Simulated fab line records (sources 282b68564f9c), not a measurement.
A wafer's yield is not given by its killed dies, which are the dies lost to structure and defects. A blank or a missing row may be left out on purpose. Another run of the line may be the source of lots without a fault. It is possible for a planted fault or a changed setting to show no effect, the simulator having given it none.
fab line records / flow rit_cmos
[record] lots = 6 wafers = 18 last_day = 6
route steps=202 shown GATE@79 FOX2@80
lots that met no fault: taken from a fault-free run of the same line
start_h: start of the lot's first displayed wafer, in hours after the record's first day / wait_h: hours since the lot's step before / " same as the row above / L1.1+2: several wafers, shown together as one row / - no value, or no start was given / * or withheld: withheld / < > ~ a bound
route shown NAME@n: names a module that has steps shown in the file, with the first one's number in the route / usual: mean/standard deviation taken from wafers without a fault / same: alike in all rows / chamber/n: place in a boat / sites: each site's reading / _std_site: the values' standard deviation / _edge_site: the outer-site mean with the inner-site mean subtracted / radius_mm: for every site, how far away it sits from the centre of the wafer / mask NAME#n: copy n / behind: tool/chamber where the wafer was last shaped / hold: the reason the lot was held/the length of the hold in hours/how it ended / device: transistor that didn't switch, given as n, p or np / end of line: tests of these same wafers at the route's end / step lacking rows: just its recipe / killed: the dies lost at the first sort to structure and to defects; this is not the yield of the wafer / map: per-die view of a wafer (x killed, . not killed, _ where there is no die)
set.NAME: the run value of the setting; set.NAME@STEP: its run value at that earlier step / model.NAME: the simulator's own value behind a step, which no gauge read
a table for each step, a row for each wafer; lots at some steps of the route
[[steps]]
[step RIT_GATE_CLEAN_04]
[recipe] chemistry = dHF dilution = 50:1 time_s = 61.06 dry = n2_spin
[step RIT_FOX2_THK_MEAS_91]
[recipe] reads = SiO2_of_FOX2_OXIDATION_00
[usual] FIELD_OXIDE_LEFT_2_THK = 256/5.6
lot.wafer=L591.3 tool=film_metro-04 chamber=- start_h=32.96 wait_h=0.0 FIELD_OXIDE_LEFT_2_THK[nm]=258
lot.wafer=L591.5 tool=film_metro-04 chamber=- start_h=32.96 wait_h=0.0 FIELD_OXIDE_LEFT_2_THK[nm]=261
lot.wafer=L591.6 tool=film_metro-04 chamber=- start_h=32.96 wait_h=0.0 FIELD_OXIDE_LEFT_2_THK[nm]=258
lot.wafer=L593.1 tool=film_metro-03 chamber=- start_h=43.63 wait_h=0.0 FIELD_OXIDE_LEFT_2_THK[nm]=261
lot.wafer=L593.3 tool=film_metro-03 chamber=- start_h=43.63 wait_h=0.0 FIELD_OXIDE_LEFT_2_THK[nm]=262
lot.wafer=L593.5 tool=film_metro-03 chamber=- start_h=43.63 wait_h=0.0 FIELD_OXIDE_LEFT_2_THK[nm]=260
lot.wafer=L604.3 tool=film_metro-04 chamber=- start_h=98.87 wait_h=0.0 FIELD_OXIDE_LEFT_2_THK[nm]=252
lot.wafer=L604.4 tool=film_metro-04 chamber=- start_h=98.87 wait_h=0.0 FIELD_OXIDE_LEFT_2_THK[nm]=260
lot.wafer=L604.5 tool=film_metro-04 chamber=- start_h=98.87 wait_h=0.0 FIELD_OXIDE_LEFT_2_THK[nm]=258
lot.wafer=L605.1 tool=film_metro-03 chamber=- start_h=105.04 wait_h=0.0 FIELD_OXIDE_LEFT_2_THK[nm]=256
lot.wafer=L605.2 tool=film_metro-03 chamber=- start_h=105.04 wait_h=0.0 FIELD_OXIDE_LEFT_2_THK[nm]=252
lot.wafer=L605.6 tool=film_metro-03 chamber=- start_h=105.04 wait_h=0.0 FIELD_OXIDE_LEFT_2_THK[nm]=257
lot.wafer=L606.1 tool=film_metro-03 chamber=- start_h=110.19 wait_h=0.0 FIELD_OXIDE_LEFT_2_THK[nm]=249
lot.wafer=L606.2 tool=film_metro-03 chamber=- start_h=110.19 wait_h=0.0 FIELD_OXIDE_LEFT_2_THK[nm]=251
lot.wafer=L606.6 tool=film_metro-03 chamber=- start_h=110.19 wait_h=0.0 FIELD_OXIDE_LEFT_2_THK[nm]=250
lot.wafer=L608.2 tool=film_metro-03 chamber=- start_h=118.77 wait_h=0.0 FIELD_OXIDE_LEFT_2_THK[nm]=260
lot.wafer=L608.5 tool=film_metro-03 chamber=- start_h=118.77 wait_h=0.0 FIELD_OXIDE_LEFT_2_THK[nm]=263
lot.wafer=L608.6 tool=film_metro-03 chamber=- start_h=118.77 wait_h=0.0 FIELD_OXIDE_LEFT_2_THK[nm]=269
[step RIT_GATE_OXIDATION_05]
[recipe] temp_c = 900 ambient = O2 target_thk_a = 30 ox_time_s = 270
[step RIT_GATE_ANNEAL_06]
[recipe] temp_c = 900 time_s = 600 ambient = N2O
[step RIT_GATE_THK_MEAS_07]
[recipe] reads = SiO2_of_GATE_OXIDATION_05
[usual] GATE_OXIDE_THK = 3.02/0.064
lot.wafer=L591.3 tool=film_metro-03 chamber=- start_h=34.95 wait_h=0.0 GATE_OXIDE_THK[nm]=2.98
lot.wafer=L591.5 tool=film_metro-03 chamber=- start_h=34.95 wait_h=0.0 GATE_OXIDE_THK[nm]=3.02
lot.wafer=L591.6 tool=film_metro-03 chamber=- start_h=34.95 wait_h=0.0 GATE_OXIDE_THK[nm]=3.03
lot.wafer=L593.1 tool=film_metro-03 chamber=- start_h=46.75 wait_h=0.0 GATE_OXIDE_THK[nm]=3.01
lot.wafer=L593.3 tool=film_metro-03 chamber=- start_h=46.75 wait_h=0.0 GATE_OXIDE_THK[nm]=2.99
lot.wafer=L593.5 tool=film_metro-03 chamber=- start_h=46.75 wait_h=0.0 GATE_OXIDE_THK[nm]=2.97
lot.wafer=L604.3 tool=film_metro-03 chamber=- start_h=100.56 wait_h=0.0 GATE_OXIDE_THK[nm]=2.99
lot.wafer=L604.4 tool=film_metro-03 chamber=- start_h=100.56 wait_h=0.0 GATE_OXIDE_THK[nm]=2.94
lot.wafer=L604.5 tool=film_metro-03 chamber=- start_h=100.56 wait_h=0.0 GATE_OXIDE_THK[nm]=3.04
lot.wafer=L605.1 tool=film_metro-02 chamber=- start_h=108.88 wait_h=0.0 GATE_OXIDE_THK[nm]=3.03
lot.wafer=L605.2 tool=film_metro-02 chamber=- start_h=108.88 wait_h=0.0 GATE_OXIDE_THK[nm]=3.01
lot.wafer=L605.6 tool=film_metro-02 chamber=- start_h=108.88 wait_h=0.0 GATE_OXIDE_THK[nm]=3.08
lot.wafer=L606.1 tool=film_metro-03 chamber=- start_h=111.70 wait_h=0.0 GATE_OXIDE_THK[nm]=2.97
lot.wafer=L606.2 tool=film_metro-03 chamber=- start_h=111.70 wait_h=0.0 GATE_OXIDE_THK[nm]=2.95
lot.wafer=L606.6 tool=film_metro-03 chamber=- start_h=111.70 wait_h=0.0 GATE_OXIDE_THK[nm]=2.89
lot.wafer=L608.2 tool=film_metro-02 chamber=- start_h=120.54 wait_h=0.0 GATE_OXIDE_THK[nm]=3.02
lot.wafer=L608.5 tool=film_metro-02 chamber=- start_h=120.54 wait_h=0.0 GATE_OXIDE_THK[nm]=3.08
lot.wafer=L608.6 tool=film_metro-02 chamber=- start_h=120.54 wait_h=0.0 GATE_OXIDE_THK[nm]=3.04
[step RIT_GATE_CVD_08]
[recipe] material = poly-Si target_thk_nm = 250 temp_c = 610 precursor = SiH4 time_s = 2220 pressure_mtorr = 300 sih4_flow_sccm = 100
[step RIT_GATE_THK_MEAS_09]
[recipe] reads = poly-Si_of_GATE_CVD_08
[usual] GATE_POLY_THK = 249.7/2.2
lot.wafer=L591.3 tool=film_metro-04 chamber=- start_h=37.85 wait_h=0.0 GATE_POLY_THK[nm]=249.5
lot.wafer=L591.5 tool=film_metro-04 chamber=- start_h=37.85 wait_h=0.0 GATE_POLY_THK[nm]=250.1
lot.wafer=L591.6 tool=film_metro-04 chamber=- start_h=37.85 wait_h=0.0 GATE_POLY_THK[nm]=249.6
lot.wafer=L593.1 tool=film_metro-03 chamber=- start_h=48.42 wait_h=0.0 GATE_POLY_THK[nm]=249.5
lot.wafer=L593.3 tool=film_metro-03 chamber=- start_h=48.42 wait_h=0.0 GATE_POLY_THK[nm]=249.6
lot.wafer=L593.5 tool=film_metro-03 chamber=- start_h=48.42 wait_h=0.0 GATE_POLY_THK[nm]=248.4
lot.wafer=L604.3 tool=film_metro-03 chamber=- start_h=102.24 wait_h=0.0 GATE_POLY_THK[nm]=245.6
lot.wafer=L604.4 tool=film_metro-03 chamber=- start_h=102.24 wait_h=0.0 GATE_POLY_THK[nm]=250.4
lot.wafer=L604.5 tool=film_metro-03 chamber=- start_h=102.24 wait_h=0.0 GATE_POLY_THK[nm]=248.8
lot.wafer=L605.1 tool=film_metro-03 chamber=- start_h=110.56 wait_h=0.0 GATE_POLY_THK[nm]=250.1
lot.wafer=L605.2 tool=film_metro-03 chamber=- start_h=110.56 wait_h=0.0 GATE_POLY_THK[nm]=248.0
lot.wafer=L605.6 tool=film_metro-03 chamber=- start_h=110.56 wait_h=0.0 GATE_POLY_THK[nm]=249.6
lot.wafer=L606.1 tool=film_metro-03 chamber=- start_h=113.37 wait_h=0.0 GATE_POLY_THK[nm]=245.5
lot.wafer=L606.2 tool=film_metro-03 chamber=- start_h=113.37 wait_h=0.0 GATE_POLY_THK[nm]=247.4
lot.wafer=L606.6 tool=film_metro-03 chamber=- start_h=113.37 wait_h=0.0 GATE_POLY_THK[nm]=247.2
lot.wafer=L608.2 tool=film_metro-04 chamber=- start_h=122.21 wait_h=0.0 GATE_POLY_THK[nm]=251.2
lot.wafer=L608.5 tool=film_metro-04 chamber=- start_h=122.21 wait_h=0.0 GATE_POLY_THK[nm]=249.0
lot.wafer=L608.6 tool=film_metro-04 chamber=- start_h=122.21 wait_h=0.0 GATE_POLY_THK[nm]=249.9
[step RIT_GATE_HMDS_10]
[recipe] prime_time_s = 60 prime_temp_c = 140
[step RIT_GATE_COAT_11]
[recipe] resist = NOVOLAK spin_rpm = 4250 resist_thk_nm = 850
[step RIT_GATE_SOFTBAKE_12]
[recipe] resist = NOVOLAK temp_c = 90 time_s = 60
[step RIT_GATE_EXPOSE_13]
[recipe] mask_id = M6 na = 0.6 source_shape = conventional sigma_outer = 0.6 target_cd_nm = 150 dose_mj = 380
[step RIT_GATE_PEB_14]
[recipe] resist = NOVOLAK temp_c = withheld time_s = withheld
[step RIT_GATE_DEVELOP_15]
[recipe] resist = NOVOLAK develop_time_s = 50 dev_temp_c = 23
[usual] chill_plate_temp_C = 22.99/0.1 develop_time_s = 50/0
lot.wafer=L591.3 tool=litho_track-03 chamber=0 start_h=38 wait_h=- chill_plate_temp_C=22.82 develop_time_s=50
lot.wafer=L591.5 tool=litho_track-03 chamber=0 start_h=38 wait_h=- chill_plate_temp_C=22.74 develop_time_s=50
lot.wafer=L591.6 tool=litho_track-03 chamber=0 start_h=38 wait_h=- chill_plate_temp_C=22.90 develop_time_s=50
lot.wafer=L593.1 tool=litho_track-02 chamber=0 start_h=49 wait_h=- chill_plate_temp_C=23.04 develop_time_s=50
lot.wafer=L593.3 tool=litho_track-02 chamber=0 start_h=49 wait_h=- chill_plate_temp_C=22.92 develop_time_s=50
lot.wafer=L593.5 tool=litho_track-02 chamber=0 start_h=49 wait_h=- chill_plate_temp_C=22.85 develop_time_s=50
lot.wafer=L604.3 tool=litho_track-02 chamber=- start_h=103 wait_h=- chill_plate_temp_C=- develop_time_s=-
lot.wafer=L604.4 tool=litho_track-02 chamber=- start_h=103 wait_h=- chill_plate_temp_C=- develop_time_s=-
lot.wafer=L604.5 tool=litho_track-02 chamber=- start_h=103 wait_h=- chill_plate_temp_C=- develop_time_s=-
lot.wafer=L605.1 tool=litho_track-02 chamber=- start_h=111 wait_h=- chill_plate_temp_C=- develop_time_s=-
lot.wafer=L605.2 tool=litho_track-02 chamber=- start_h=111 wait_h=- chill_plate_temp_C=- develop_time_s=-
lot.wafer=L605.6 tool=litho_track-02 chamber=- start_h=111 wait_h=- chill_plate_temp_C=- develop_time_s=-
lot.wafer=L606.1 tool=litho_track-01 chamber=0 start_h=114 wait_h=- chill_plate_temp_C=23.10 develop_time_s=50
lot.wafer=L606.2 tool=litho_track-01 chamber=0 start_h=114 wait_h=- chill_plate_temp_C=23.27 develop_time_s=50
lot.wafer=L606.6 tool=litho_track-01 chamber=0 start_h=114 wait_h=- chill_plate_temp_C=23.10 develop_time_s=50
lot.wafer=L608.2 tool=litho_track-01 chamber=0 start_h=123 wait_h=- chill_plate_temp_C=22.79 develop_time_s=50
lot.wafer=L608.5 tool=litho_track-01 chamber=0 start_h=123 wait_h=- chill_plate_temp_C=22.88 develop_time_s=50
lot.wafer=L608.6 tool=litho_track-01 chamber=0 start_h=123 wait_h=- chill_plate_temp_C=22.89 develop_time_s=50
[step RIT_GATE_CD_MEAS_16]
[recipe] target_cd_nm = 150
[usual] cd_nm = 149.4/2.5
lot.wafer=L591.3 tool=cd_sem-02 chamber=- start_h=38.95 wait_h=- cd_nm=148.3
lot.wafer=L591.5 tool=cd_sem-02 chamber=- start_h=38.95 wait_h=- cd_nm=146.2
lot.wafer=L591.6 tool=cd_sem-02 chamber=- start_h=38.95 wait_h=- cd_nm=146.2
lot.wafer=L593.1 tool=cd_sem-01 chamber=- start_h=49.33 wait_h=- cd_nm=148.2
lot.wafer=L593.3 tool=cd_sem-01 chamber=- start_h=49.33 wait_h=- cd_nm=150.3
lot.wafer=L593.5 tool=cd_sem-01 chamber=- start_h=49.33 wait_h=- cd_nm=149.1
lot.wafer=L604.3 tool=cd_sem-02 chamber=- start_h=103.37 wait_h=- cd_nm=-
lot.wafer=L604.4 tool=cd_sem-02 chamber=- start_h=103.37 wait_h=- cd_nm=-
lot.wafer=L604.5 tool=cd_sem-02 chamber=- start_h=103.37 wait_h=- cd_nm=-
lot.wafer=L605.1 tool=cd_sem-02 chamber=- start_h=111.54 wait_h=- cd_nm=-
lot.wafer=L605.2 tool=cd_sem-02 chamber=- start_h=111.54 wait_h=- cd_nm=-
lot.wafer=L605.6 tool=cd_sem-02 chamber=- start_h=111.54 wait_h=- cd_nm=-
lot.wafer=L606.1 tool=cd_sem-02 chamber=- start_h=114.43 wait_h=- cd_nm=145.8
lot.wafer=L606.2 tool=cd_sem-02 chamber=- start_h=114.43 wait_h=- cd_nm=146.7
lot.wafer=L606.6 tool=cd_sem-02 chamber=- start_h=114.43 wait_h=- cd_nm=146.6
lot.wafer=L608.2 tool=cd_sem-01 chamber=- start_h=123.26 wait_h=- cd_nm=148.5
lot.wafer=L608.5 tool=cd_sem-01 chamber=- start_h=123.26 wait_h=- cd_nm=149.1
lot.wafer=L608.6 tool=cd_sem-01 chamber=- start_h=123.26 wait_h=- cd_nm=147.9
[[key]]
[first_sign] step = RIT_GATE_DEVELOP_15 reading = tool_record direction = missing
effect none on later readings
met_at RIT_GATE_DEVELOP_15
struck_wafers L604.3,L604.4,L604.5,L605.1,L605.2,L605.6
later_rows_left_out L604.3,L604.4,L604.5,L605.1,L605.2,L605.6
sort_left_out L604.3,L604.4,L604.5,L605.1,L605.2,L605.6
tester_left_out L604,L605
onset_between 49 103
[fault] kind = skipped_step_whole tool = litho_track-02 chamber = - onset_h = 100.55 steps = RIT_GATE_DEVELOP_15 scope = struck_lots_only
// tester_left_out: of these lots the tester's yield and bins aren't shown, on N5 and GAA mostly nor the transistor test; their killed dies are dies lost to structure and defects alone, not to doping, threshold or leakage, so they don't give the yield
// sort_left_out: the simulated sort isn't trusted on such a fault, so these wafers' sort isn't shown, and their yield isn't known
// later_rows_left_out: the simulator's readings of these wafers behind a module that went badly wrong aren't trusted and aren't shown, but for the sort
